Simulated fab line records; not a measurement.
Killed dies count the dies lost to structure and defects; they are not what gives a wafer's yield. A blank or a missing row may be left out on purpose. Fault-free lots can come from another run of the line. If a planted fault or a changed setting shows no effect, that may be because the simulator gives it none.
Problem report, 8D (eight disciplines) form, completed by code ; flow rit cmos ; the parts of the form that need people (team, actions taken, sign-off) are left out

== 1. WHAT IS WRONG ==
Mean of tube center temp C at RIT_FOX2_OXIDATION_00: 1109 C across 6 wafers in 2 lots; on wafers with no fault it is 1100 C (standard deviation 0.1). That puts it +94 standard deviations away from the usual mean.
The step: target thk 350.7 nm, ox time 1130 s.
Seen first at day 4 11:09 on furnace-02, wafer L307.2. At this step, 18 wafers from 6 lots have a number in the record. By rule, "out" or "out of limits" means more than 4 standard deviations away from the usual mean. The other wafers with a number count as sound.

== 2. WHAT IT IS, WHAT IT ISN'T ==
question;is;is not
which readings at this step;tube center temp C, spike tc centre C, spike tc load C, spike tc source C, tube_center_temp_C_max;-
which lots;L307, L309;L296, L298, L306, L317
which wafers of those lots;all that have a number;-
read on which tools;furnace-02;furnace-03
when;from day 4 11:09;"up to then (9 sound wafers); but 3 sound wafers of L317 came after"

== 3. THE SUSPECTS, EACH WITH WHAT RULES IT OUT ==
Counting: a tool stays on the suspect list if, at a process step up to the reading, it processed all lots that are out and no sound lot following the first of them.
- rie diel-03 at RIT_ACTIVE_ETCH_13 (etches Si3N4 in SF6, stops on SiO2, time 210 s, target depth 210 nm): ruled out as a lasting fault. After its first lot that is out, L307 (day 4 07:50), sound lots L317 ran on it.
- plasma asher-01 at RIT_ACTIVE_STRIP_14 (strips in O2, time 180 s): kept. It ran every lot that is out, first L307 (day 4 07:58), and no sound lot after that.
- furnace-02 at RIT_FOX2_OXIDATION_00 (target thk 350.7 nm, ox time 1130 s): kept. All lots that are out passed through it, beginning with L307 at day 4 11:09, and no sound lot followed; its final sound lot before that point was L298 at day 2 14:08. Its own spike tc centre C, spike tc load C, spike tc source C, tube center temp C, tube_center_temp_C_max readings are out on those wafers.
The count leaves furnace-02 at RIT_FOX2_OXIDATION_00 and plasma asher-01 at RIT_ACTIVE_STRIP_14.

== 4. THE CAUSE (what the simulator had put in) ==
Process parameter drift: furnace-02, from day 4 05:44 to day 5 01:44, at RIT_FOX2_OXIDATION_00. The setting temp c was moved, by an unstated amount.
Counting leaves 2 suspects; this tool is one of them.

== 5. THE CHAIN OF EFFECTS, in route order ==
Each row: a reading where the mean over the struck wafers with a number is more than 3 standard deviations away from the usual. Scope: only readings with a usual standard deviation given in the record; hours: median across lots of the time from each lot's start at the first step in this table that gives one to its start at this step; sigmas: change in usual standard deviations.
hours;step;reading;usual;on struck wafers;change;sigmas
0;RIT_FOX2_OXIDATION_00;spike tc centre C;1101.6 C;1110.6;+9.0;+7.5
0;RIT_FOX2_OXIDATION_00;spike tc load C;1125.6 C;1134.3;+8.7;+5.8
0;RIT_FOX2_OXIDATION_00;spike tc source C;1126.4 C;1135.5;+9.1;+7.6
0;RIT_FOX2_OXIDATION_00;tube center temp C;1100 C;1109;+9;+94
0;RIT_FOX2_OXIDATION_00;tube_center_temp_C_max;1102.8;1112.5;+9.7;+22
Its process steps:
- RIT_FOX2_OXIDATION_00: target thk 350.7 nm, ox time 1130 s.
At these later measuring or inspecting steps, every struck wafer for which the step has a row has a number for every such reading, and none has moved that far: RIT_FOX2_THK_MEAS_01, RIT_FOX2_THK_MEAS_90, RIT_NWELL_OVL_MEAS_06, RIT_NWELL_TW_MEAS_10, RIT_PWELL_OVL_MEAS_06, RIT_PWELL_TW_MEAS_10, RIT_WELLDRIVE_RS_MEAS_01, RIT_WELLDRIVE_RS_MEAS_02.

== 6. WHAT WOULD HAVE CAUGHT IT SOONER ==
5 hours passed between the start of the fault at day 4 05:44 and the first reading out of limits in this record, taken at day 4 11:09.
